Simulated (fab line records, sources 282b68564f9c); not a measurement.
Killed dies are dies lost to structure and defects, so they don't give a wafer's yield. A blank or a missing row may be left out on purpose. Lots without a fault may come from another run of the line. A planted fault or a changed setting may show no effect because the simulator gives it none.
A struck lot beside a sound one | flow rit_cmos | 26 steps out of a route of 202
Sound: wafers L645.2, L645.3, L645.4. Struck: wafers L650.2, L650.4, L650.6. The cause comes at the end.
At each step with rows: each side's tool, then ch and its chambers, then its first start. Under that, the readings that differ: sound wafers | struck wafers | difference of the means | sigmas: that difference in standard deviations of wafers without a fault.
alike: readings whose means differ by less than 2 such deviations, and words and numbers that are the same on both sides. not compared: withheld readings, readings that some wafer has no value for, bounds like >300 that may hide the same value, and numbers for which the record gives no deviation and whose values overlap.
The two part at a step that has a row with sigmas, a row that says differs or no value, or rows on one side only. Numbers that don't overlap but have no deviation are shown without sigmas and don't part them. A reading that every wafer of one side lacks parts them only if that side has two wafers or more.

first, 2 steps without rows for these wafers: RIT_FOX2_CLEAN_02 (cleans in dHF, time 180 s); RIT_FOX2_WET_ETCH_03 (etches Si3N4 in H3PO4, target depth 195 nm, time 2700 s).
RIT_FOX2_THK_MEAS_90:
  sound on film_metro-04, day 5 03:58; struck on film_metro-01, day 6 05:14
  alike: FIELD_OXIDE_LEFT_1_THK
then, 6 steps without rows for these wafers: RIT_NWELL_HMDS_00 (prime time 60 s); RIT_NWELL_COAT_01 (resist thk 1300 nm); RIT_NWELL_SOFTBAKE_02 (time 57.39 s); RIT_NWELL_EXPOSE_03 (exposes mask M2, target cd 43900 nm); RIT_NWELL_PEB_04; RIT_NWELL_DEVELOP_05 (develop time 68 s).
RIT_NWELL_OVL_MEAS_06:
  sound on overlay-01, day 5 05:02; struck on overlay-02, day 6 06:11
  alike: NWELL_OVL
then, 2 steps without rows for these wafers: RIT_NWELL_HARDBAKE_07 (time 120 s); RIT_NWELL_IMPLANT_08.
RIT_NWELL_STRIP_09: strips in O2, time 180 s.
  sound on plasma_asher-03 ch 0,1, day 5 05:28; struck on plasma_asher-04 ch 0, day 6 06:37
  no value came back on the struck wafers for chamber_pressure_mTorr (mTorr), drypump_motor_current_A (A); on the sound wafers chamber_pressure_mTorr (mTorr) reads 4004 3997 3999
  reading                                    | sound | struck         | difference | sigmas
  model.NOVOLAK_of_NWELL_COAT_01.thk_nm (nm) | 0 0 0 | 1136 1138 1140 | +1138      |
  not compared: rf_hours_counter_h
RIT_NWELL_TW_MEAS_10:
  sound on film_metro-02, day 5 05:39; struck on film_metro-02, day 6 06:47
  alike: NWELL_TW
then, 2 steps without rows for these wafers: RIT_PWELL_HMDS_00 (prime time 60 s); RIT_PWELL_COAT_01 (resist thk 1300 nm).
RIT_PWELL_SOFTBAKE_02: time 61.64 s.
  sound on litho_track-02 ch 0, day 5 06:01; struck on litho_track-03 ch 0, day 6 07:10
  alike: plate_sensor_t_centre_C, plate_sensor_t_edge_C
then, 3 steps without rows for these wafers: RIT_PWELL_EXPOSE_03 (exposes mask M3, target cd 43700 nm); RIT_PWELL_PEB_04; RIT_PWELL_DEVELOP_05 (develop time 68 s).
RIT_PWELL_OVL_MEAS_06:
  sound on overlay-01, day 5 06:35; struck on overlay-02, day 6 07:45
  alike: PWELL_OVL
then, 2 steps without rows for these wafers: RIT_PWELL_HARDBAKE_07 (time 120 s); RIT_PWELL_IMPLANT_08.
RIT_PWELL_STRIP_09: strips in O2, time 180 s.
  sound on plasma_asher-02 ch 0,1, day 5 07:01; struck on plasma_asher-02 ch 0, day 6 08:11
  alike: chamber_pressure_mTorr, drypump_motor_current_A
  not compared: rf_hours_counter_h
RIT_PWELL_TW_MEAS_10:
  sound on film_metro-01, day 5 07:12; struck on film_metro-03, day 6 08:22
  reading  | sound       | struck   | difference | sigmas
  PWELL_TW | 957 956 955 | 30 30 30 | -926       | -99 or more
then, 1 step without rows for these wafers: RIT_WELLDRIVE_ANNEAL_00 (time 14700 s).

WHERE THEY PART
First at RIT_NWELL_STRIP_09; last, within this record, at RIT_PWELL_TW_MEAS_10.

WHY: what the simulator had put in
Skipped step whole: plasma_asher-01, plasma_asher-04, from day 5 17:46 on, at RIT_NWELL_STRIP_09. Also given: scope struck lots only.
